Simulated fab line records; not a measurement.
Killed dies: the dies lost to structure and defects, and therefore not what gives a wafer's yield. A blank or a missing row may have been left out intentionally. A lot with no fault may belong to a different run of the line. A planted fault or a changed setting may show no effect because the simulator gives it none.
8D (eight disciplines) problem report, filled in by code / flow rit_cmos / the parts of the form that need people (team, actions taken, sign-off) are left out

## 1. THE PROBLEM
Mean SPACER_NITRIDE_THK at RIT_SPACER_THK_MEAS_04: 234.7 nm over 6 wafers in 2 lots; fault-free wafers: 250.3 nm, standard deviation 2.4. That puts it -6.5 standard deviations away from the usual mean.
Earliest sighting: wafer L928.1 on film_metro-04 at day 5 13:53. The record holds 39 wafers of 13 lots with a number at this step. By rule, "out" or "out of limits" means more than 4 standard deviations away from the usual mean. The rest of the wafers with a number are treated as sound.

## 2. WHAT IT IS, WHAT IT ISN'T
question=which readings at this step | is=SPACER_NITRIDE_THK | is not=-
question=which lots | is=L928, L930 | is not=L916, L917, L918, L919, L920, L921, L922, L923, L925, L926, L933
question=which wafers of those lots | is=all that have a number | is not=-
question=read on which gauges | is=film_metro-01, film_metro-04 | is not=film_metro-03
question=when | is=from day 5 13:53 | is not=up to then (30 sound wafers); but 3 sound wafers of L933 came after

## 3. SUSPECTS, AND WHAT RULES EACH OUT
Counting: a tool at a process step up to the reading stays a suspect if it ran every lot that is out and no sound lot after the first of them.
- ruled out: the gauge at RIT_SPACER_THK_MEAS_04. 2 gauges (film_metro-01, film_metro-04) read the wafers that are out.
- lpcvd-02 at RIT_SPACER_CVD_03 (deposits Si3N4 from SiH2Cl2/NH3, target thk 250 nm, time 3300 s): kept. All lots that are out passed through it, beginning with L928 at day 5 11:59, and no sound lot followed; its final sound lot before that point was L926 at day 4 22:37. Out on those wafers are its own readings of pressure_mtorr.
Remaining after the count: lpcvd-02 at RIT_SPACER_CVD_03.

## 4. THE CAUSE (what the simulator had put in)
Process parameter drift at RIT_SPACER_CVD_03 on lpcvd-02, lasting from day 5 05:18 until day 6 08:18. From 300, the setting pressure_mtorr moved by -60. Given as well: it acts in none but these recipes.
Counting left only this tool.

## 5. THE EFFECT CHAIN, in route order
Rows list readings where the struck wafers' mean (over those with a number) sits beyond 3 standard deviations from the usual. Only readings whose record carries a usual standard deviation are examined. hours: median over the lots of the time between each lot's start at the first step of this table that gives one and its start at this step. sigmas: the change, counted in usual standard deviations.
hours=0; step=RIT_SPACER_CVD_03; reading=pressure_mtorr; usual=300.1 mTorr; on struck wafers=240.4; change=-59.7; sigmas=-99 or more
hours=2; step=RIT_SPACER_THK_MEAS_04; reading=SPACER_NITRIDE_THK; usual=250.3 nm; on struck wafers=234.7; change=-15.6; sigmas=-6.5
Here are the process steps it includes:
- RIT_SPACER_CVD_03: deposits Si3N4 from SiH2Cl2/NH3, target thk 250 nm, time 3300 s.
Later steps that measure or inspect, where all struck wafers having a row at the step show a number for every such reading and not one has moved that far: RIT_NSD_TW_MEAS_10.

## 6. HOW IT WOULD HAVE BEEN CAUGHT EARLIER
The first out-of-limits reading at a measuring or inspecting step in this record came at day 5 13:53, 9 hours after the fault's start at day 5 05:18.
The tool's own readings at RIT_SPACER_CVD_03 were out on every struck wafer that the step has a row for (pressure_mtorr): an alarm limit on them would have fired on the first of those.
Lots out: 2; of these, L930 started RIT_SPACER_CVD_03 on lpcvd-02 after day 5 13:53. Had the tool been put on hold then, it would have been spared.
